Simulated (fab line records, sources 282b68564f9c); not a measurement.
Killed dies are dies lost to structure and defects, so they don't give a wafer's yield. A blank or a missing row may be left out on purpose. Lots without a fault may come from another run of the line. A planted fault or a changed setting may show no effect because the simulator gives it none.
Problem report in the 8D (eight disciplines) form, filled by code | flow rit_cmos | the parts of the form that need people (team, actions taken, sign-off) are left out

1. THE PROBLEM
heater_power_total_W at RIT_PSD_HARDBAKE_07 reads a mean of 66.56 W on 6 wafers of 2 lots; wafers without a fault read 62.55 W with a standard deviation of 0.05. That is +80 standard deviations from the usual mean.
The step: time 60 s.
First seen on wafer L789.2, day 5 18:19, on litho_track-02. The record holds 18 wafers of 6 lots with a number at this step. Rule for "out", or "out of limits": more than 4 standard deviations from the usual mean. The other wafers with a number count as sound.

2. WHAT IT IS AND WHAT IT IS NOT
question                    | is                                 | is not
which readings at this step | heater_power_total_W, plate_temp_C | -
which lots                  | L789, L791                         | L782, L783, L788, L799
which wafers of those lots  | all that have a number             | -
read on which tools         | litho_track-02                     | litho_track-01
when                        | from day 5 18:19                   | up to then (9 sound wafers); but 3 sound wafers of L799 came after

3. SUSPECTS, AND WHAT RULES EACH OUT
Counting: a tool at a process step up to the reading stays a suspect if it ran every lot that is out and no sound lot after the first of them.
- litho_track-02 at RIT_PSD_HARDBAKE_07 (time 60 s): kept. It ran every lot that is out, first L789 (day 5 18:19), and no sound lot after that; its last sound lot up to then is L788 (day 5 12:56). Its own readings are out on those wafers: heater_power_total_W, plate_temp_C.
Left after counting: litho_track-02 at RIT_PSD_HARDBAKE_07.

4. THE CAUSE (what the simulator had put in)
Process parameter drift: litho_track-02, from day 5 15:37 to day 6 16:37, at RIT_PSD_HARDBAKE_07. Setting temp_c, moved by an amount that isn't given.
Counting left only this tool.

5. THE CHAIN OF EFFECTS, in route order
Each row: a reading whose mean over the struck wafers that have a number lies more than 3 standard deviations from the usual. Only readings for which the record gives a usual standard deviation are gone through. hours: the time from each lot's start at the first step in this table that gives one to its start at this step, as a median over the lots. sigmas: the change in usual standard deviations.
hours | step                | reading              | usual    | on struck wafers | change | sigmas
0     | RIT_PSD_HARDBAKE_07 | heater_power_total_W | 62.55 W  | 66.56            | +4.01  | +80
0     | RIT_PSD_HARDBAKE_07 | plate_temp_C         | 140.01 C | 146.93           | +6.92  | +53
The process steps in it:
- RIT_PSD_HARDBAKE_07: time 60 s.

6. WHAT WOULD HAVE CAUGHT IT SOONER
In this record the first reading out of limits was taken at day 5 18:19, 3 hours after the fault began at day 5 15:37.
